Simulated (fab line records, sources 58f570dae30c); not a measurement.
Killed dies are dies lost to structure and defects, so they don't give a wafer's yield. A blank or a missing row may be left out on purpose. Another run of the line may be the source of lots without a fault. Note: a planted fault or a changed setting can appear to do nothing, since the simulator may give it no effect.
A sampling plan put to the test -- flow berkeley_cmos170 -- one line in one fab, 32 faults in these records, each fault weighed on the records of the lots it struck
The line's own looks make up the plan; these are the steps of the route where a gauge or inspection reads the wafer and leaves it unchanged. Where struck wafers have a number at a look and the file lists that look's usual mean and standard deviation on fault-free wafers, the look can be judged. Caught: a look later than the fault's first step finds the struck wafers' mean 4 or more of those standard deviations (sigma) from the usual mean. On the tool: the fault's steps, tested the same way using the tool's own readings. A different recipe on the struck wafers counts as caught too, as does a record blank only for those wafers.

THE FAULTS, as the simulator had put them in
1. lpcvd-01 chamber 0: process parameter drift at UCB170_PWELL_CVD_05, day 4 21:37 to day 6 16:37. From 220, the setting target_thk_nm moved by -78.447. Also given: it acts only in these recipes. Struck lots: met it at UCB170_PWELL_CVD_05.
2. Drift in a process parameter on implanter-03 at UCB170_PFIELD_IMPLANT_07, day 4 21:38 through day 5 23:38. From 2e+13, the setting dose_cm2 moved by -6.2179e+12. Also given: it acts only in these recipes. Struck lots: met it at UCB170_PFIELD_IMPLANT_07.
3. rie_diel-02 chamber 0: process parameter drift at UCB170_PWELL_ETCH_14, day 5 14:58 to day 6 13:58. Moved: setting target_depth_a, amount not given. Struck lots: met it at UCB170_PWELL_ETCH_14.
4. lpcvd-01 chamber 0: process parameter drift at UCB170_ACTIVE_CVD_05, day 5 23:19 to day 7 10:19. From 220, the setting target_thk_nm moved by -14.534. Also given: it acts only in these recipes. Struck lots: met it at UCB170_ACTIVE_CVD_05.
5. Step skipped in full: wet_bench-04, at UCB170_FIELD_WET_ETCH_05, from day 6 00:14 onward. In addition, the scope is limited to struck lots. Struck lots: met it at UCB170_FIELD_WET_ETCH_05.
6. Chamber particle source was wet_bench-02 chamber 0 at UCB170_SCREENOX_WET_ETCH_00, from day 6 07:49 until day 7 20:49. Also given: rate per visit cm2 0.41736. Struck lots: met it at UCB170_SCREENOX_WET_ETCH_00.
7. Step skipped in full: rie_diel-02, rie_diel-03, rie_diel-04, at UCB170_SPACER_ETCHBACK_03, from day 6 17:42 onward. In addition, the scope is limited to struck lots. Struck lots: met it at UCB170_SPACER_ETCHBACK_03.
8. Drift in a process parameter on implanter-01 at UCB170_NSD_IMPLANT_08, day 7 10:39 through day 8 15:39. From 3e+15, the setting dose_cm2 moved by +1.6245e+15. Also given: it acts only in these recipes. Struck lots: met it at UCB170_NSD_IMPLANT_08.
9. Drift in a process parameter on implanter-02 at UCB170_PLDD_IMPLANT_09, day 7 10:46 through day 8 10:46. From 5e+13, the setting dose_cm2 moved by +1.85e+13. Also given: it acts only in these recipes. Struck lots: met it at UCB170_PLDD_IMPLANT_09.
10. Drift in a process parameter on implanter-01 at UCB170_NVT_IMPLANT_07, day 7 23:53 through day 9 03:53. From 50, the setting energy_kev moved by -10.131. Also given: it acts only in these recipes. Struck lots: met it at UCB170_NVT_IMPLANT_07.
11. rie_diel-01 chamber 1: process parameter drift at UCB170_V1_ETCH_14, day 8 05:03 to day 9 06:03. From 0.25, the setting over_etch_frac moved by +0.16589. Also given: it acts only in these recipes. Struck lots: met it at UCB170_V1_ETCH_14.
12. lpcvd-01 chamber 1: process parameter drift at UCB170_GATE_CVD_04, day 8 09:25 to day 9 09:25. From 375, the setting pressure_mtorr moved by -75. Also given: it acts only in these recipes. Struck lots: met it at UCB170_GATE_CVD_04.
13. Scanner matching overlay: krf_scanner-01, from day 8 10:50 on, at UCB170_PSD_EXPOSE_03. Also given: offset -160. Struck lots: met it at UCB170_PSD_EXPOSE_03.
14. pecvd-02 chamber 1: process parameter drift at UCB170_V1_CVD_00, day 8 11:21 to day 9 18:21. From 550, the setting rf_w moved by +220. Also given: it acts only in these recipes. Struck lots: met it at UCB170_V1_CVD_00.
15. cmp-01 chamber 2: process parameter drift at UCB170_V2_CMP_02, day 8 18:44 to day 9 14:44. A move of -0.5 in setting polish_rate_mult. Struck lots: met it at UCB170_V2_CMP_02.
16. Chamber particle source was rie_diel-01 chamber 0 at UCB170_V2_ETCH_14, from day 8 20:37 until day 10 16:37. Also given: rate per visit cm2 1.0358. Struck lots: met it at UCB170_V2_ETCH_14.
17. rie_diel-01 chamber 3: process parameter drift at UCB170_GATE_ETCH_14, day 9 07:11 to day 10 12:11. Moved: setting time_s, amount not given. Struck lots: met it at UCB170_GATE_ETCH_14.
18. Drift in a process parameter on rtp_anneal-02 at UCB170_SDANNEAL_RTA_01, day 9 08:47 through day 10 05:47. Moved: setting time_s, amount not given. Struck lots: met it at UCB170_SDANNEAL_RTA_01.
19. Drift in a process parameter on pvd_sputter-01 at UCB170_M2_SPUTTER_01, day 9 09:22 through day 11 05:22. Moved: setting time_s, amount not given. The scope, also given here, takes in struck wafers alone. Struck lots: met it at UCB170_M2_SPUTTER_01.
20. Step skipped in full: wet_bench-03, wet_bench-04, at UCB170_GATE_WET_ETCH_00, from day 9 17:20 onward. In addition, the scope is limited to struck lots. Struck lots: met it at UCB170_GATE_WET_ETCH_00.
21. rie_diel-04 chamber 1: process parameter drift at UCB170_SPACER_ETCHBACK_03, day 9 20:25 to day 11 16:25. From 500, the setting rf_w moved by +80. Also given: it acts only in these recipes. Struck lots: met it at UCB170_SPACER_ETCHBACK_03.
22. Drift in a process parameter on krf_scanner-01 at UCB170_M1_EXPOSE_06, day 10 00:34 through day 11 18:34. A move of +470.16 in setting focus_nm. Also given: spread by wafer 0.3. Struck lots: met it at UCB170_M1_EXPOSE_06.
23. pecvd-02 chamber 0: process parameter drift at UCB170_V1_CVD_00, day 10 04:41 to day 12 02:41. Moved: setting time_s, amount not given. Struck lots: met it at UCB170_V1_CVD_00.
24. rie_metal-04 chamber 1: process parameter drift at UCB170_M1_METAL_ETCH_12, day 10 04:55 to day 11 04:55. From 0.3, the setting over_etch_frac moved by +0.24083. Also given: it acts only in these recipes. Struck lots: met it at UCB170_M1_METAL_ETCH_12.
25. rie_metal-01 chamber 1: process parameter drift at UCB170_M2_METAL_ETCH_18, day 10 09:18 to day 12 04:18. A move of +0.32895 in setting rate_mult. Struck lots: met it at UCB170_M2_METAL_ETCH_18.
26. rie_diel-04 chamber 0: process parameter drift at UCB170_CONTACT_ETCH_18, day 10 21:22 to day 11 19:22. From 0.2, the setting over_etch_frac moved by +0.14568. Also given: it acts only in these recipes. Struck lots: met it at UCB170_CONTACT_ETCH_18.
27. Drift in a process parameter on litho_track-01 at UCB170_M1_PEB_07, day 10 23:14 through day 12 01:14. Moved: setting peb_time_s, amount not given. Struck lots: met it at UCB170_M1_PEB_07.
28. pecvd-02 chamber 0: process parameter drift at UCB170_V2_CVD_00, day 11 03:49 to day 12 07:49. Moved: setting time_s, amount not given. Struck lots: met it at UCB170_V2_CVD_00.
29. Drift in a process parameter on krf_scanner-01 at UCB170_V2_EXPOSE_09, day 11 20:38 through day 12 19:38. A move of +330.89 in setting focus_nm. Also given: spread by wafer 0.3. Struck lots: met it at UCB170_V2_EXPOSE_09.
30. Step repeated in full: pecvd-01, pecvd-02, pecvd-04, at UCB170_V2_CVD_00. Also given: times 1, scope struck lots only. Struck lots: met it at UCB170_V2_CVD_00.
31. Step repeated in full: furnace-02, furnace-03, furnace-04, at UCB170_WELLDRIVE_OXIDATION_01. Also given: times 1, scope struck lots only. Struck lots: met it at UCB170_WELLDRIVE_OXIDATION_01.
32. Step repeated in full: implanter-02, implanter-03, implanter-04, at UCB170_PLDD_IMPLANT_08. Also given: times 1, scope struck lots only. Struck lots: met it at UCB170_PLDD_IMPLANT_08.

WHAT THE PLAN SAW
fault,on the tool itself,first look that catches it,"reading, sigma",median hours from its first step to that look,hours from the fault's start to the first struck lot there,judged looks passed uncaught
1,under 2 sigma,UCB170_PWELL_THK_MEAS_06,PWELL_NITRIDE_THK -33,1.9,11,0
2,dose_ions_cm2 -99 or beyond sigma,UCB170_PFIELD_TW_MEAS_09,PFIELD_TW -14,0.2,10,0
3,only faintly: oes_product_au -3.3 sigma,no look after it can be judged,-,-,-,0
4,under 2 sigma,UCB170_ACTIVE_THK_MEAS_06,ACTIVE_NITRIDE_THK -6.4,1.9,10,0
5,no reading that can be judged,no look after it can be judged,-,-,-,0
6,no reading that can be judged,none of the 2 looks that can be judged after it,-,-,-,2
7,no reading that can be judged,no look after it can be judged,-,-,-,0
8,dose_ions_cm2 +99 or beyond sigma,UCB170_NSD_TW_MEAS_10,NSD_TW +8.1,0.2,6,0
9,dose_ions_cm2 +99 or beyond sigma,UCB170_PLDD_TW_MEAS_11,PLDD_TW +11,0.2,3,0
10,beam_energy_keV -99 or beyond sigma,UCB170_NVT_TW_MEAS_09,NVT_TW -7.4,0.2,2,0
11,oes_product_au -5.2 sigma,not the one look that can be judged after it,-,-,-,1
12,pressure_mtorr -97 sigma,UCB170_GATE_THK_MEAS_05,GATE_POLY_THK -10,1.4,19,0
13,under 2 sigma,UCB170_PSD_OVL_MEAS_07,PSD_OVL -30,0.5,16,0
14,rf_fwd_power_W +99 or beyond sigma,UCB170_V1_THK_MEAS_01,V1_TEOS_THK +6.4,0.2,13,0
15,under 2 sigma,UCB170_V2_THK_MEAS_04,V2_POLISHED_THK +99 or beyond,0.4,5,0
16,under 2 sigma,not the one look that can be judged after it,-,-,-,1
17,under 2 sigma,none of the 3 looks that can be judged after it,"strongest: cd_nm at UCB170_GATE_CD_MEAS_90, +3.2",-,-,3
18,under 2 sigma,UCB170_SDANNEAL_RS_MEAS_02,PSD_RS +88,0.1,3,0
19,under 2 sigma,UCB170_M2_RS_MEAS_02,M2_AL_RS -11,0.1,16,0
20,the tool's record is blank for the struck wafers,not the one look that can be judged after it,"strongest: FIELD_OXIDE_LEFT_2_THK at UCB170_FIELD_THK_MEAS_91, +3.3",-,-,1
21,rf_fwd_power_W +50 sigma,no look after it can be judged,-,-,-,0
22,exposure_dose_mJ_cm2 -18 sigma,UCB170_M1_CD_MEAS_09,cd_nm -4.6,0.5,14,0
23,run_length_s +99 or beyond sigma,UCB170_V1_THK_MEAS_01,V1_TEOS_THK +57,0.2,31,0
24,oes_product_au -5.9 sigma,not the one look that can be judged after it,"strongest: cd_nm at UCB170_M1_CD_MEAS_90, -3.2",-,-,1
25,only faintly: oes_product_au +2.2 sigma,UCB170_M2_CD_MEAS_90,cd_nm -6.1,0.3,5,0
26,oes_product_au -5.0 sigma,no look after it can be judged,-,-,-,0
27,heater_power_total_W +24 sigma,none of the 2 looks that can be judged after it,"strongest: cd_nm at UCB170_M1_CD_MEAS_09, +2.0",-,-,2
28,run_length_s +99 or beyond sigma,UCB170_V2_THK_MEAS_01,V2_TEOS_THK +30,0.2,14,0
29,no reading that can be judged,UCB170_V2_CD_MEAS_12,cd_nm +5.0,0.9,2,0
30,under 2 sigma,UCB170_V2_THK_MEAS_01,V2_TEOS_THK +75,0.5,-,0
31,under 2 sigma,UCB170_WELLDRIVE_THK_MEAS_02,WELLDRIVE_OXIDE_THK +27,8.2,-,0
32,no reading that can be judged,UCB170_PLDD_TW_MEAS_11,PLDD_TW +25,0.7,-,0
A dash: the fault isn't caught, or these records don't give the number.

Caught at a look: 20 of 32. Caught on the tool: 15 of 32. By one or the other: 26 of 32.
Caught on the tool alone: faults 11, 20, 21, 24, 26, 27.
Caught at a look alone: faults 1, 4, 13, 15, 18, 19, 25, 29, 30, 31, 32.
Caught by neither: faults 3, 5, 6, 7, 16, 17.

THINNER SAMPLING
In the worst case, this is how late the first struck lot would be measured if the look that catches a fault measured only every second or every third lot, by lot number:
fault,"struck lots at that look, in order of time",every lot,every second lot,every third lot
1,L281,11 h,may miss it,may miss it
2,"L268, L271",10 h,23 h,may miss all 2
4,L472,10 h,may miss it,may miss it
8,"L703, L704",6 h,11 h,may miss all 2
9,"L375, L377",3 h,may miss all 2,may miss all 2
10,"L412, L413",2 h,14 h,may miss all 2
12,L815,19 h,may miss it,may miss it
13,"L525, L528, L529",16 h,31 h,may miss all 3
14,L620,13 h,may miss it,may miss it
15,"L368, L369",5 h,11 h,may miss all 2
18,"L218, L221",3 h,12 h,may miss all 2
19,"L312, L316",16 h,may miss all 2,may miss all 2
22,"L182, L184",14 h,may miss all 2,may miss all 2
23,L333,31 h,may miss it,may miss it
25,"L108, L111",5 h,32 h,may miss all 2
28,L969,14 h,may miss it,may miss it
29,"L125, L126",2 h,2 h,may miss all 2
The hour figures run from when the fault began to the first measured lot among those it struck. Since the struck wafers were tested as one group against 4 sigma, a single lot by itself may lie under the limit. Other struck lots may not be in these records.

THE LONGEST TIMED WAY FROM STEP TO LOOK
Fault 31: a median of 8.2 hours passes between UCB170_WELLDRIVE_OXIDATION_01 and UCB170_WELLDRIVE_THK_MEAS_02. No look between them can be judged.
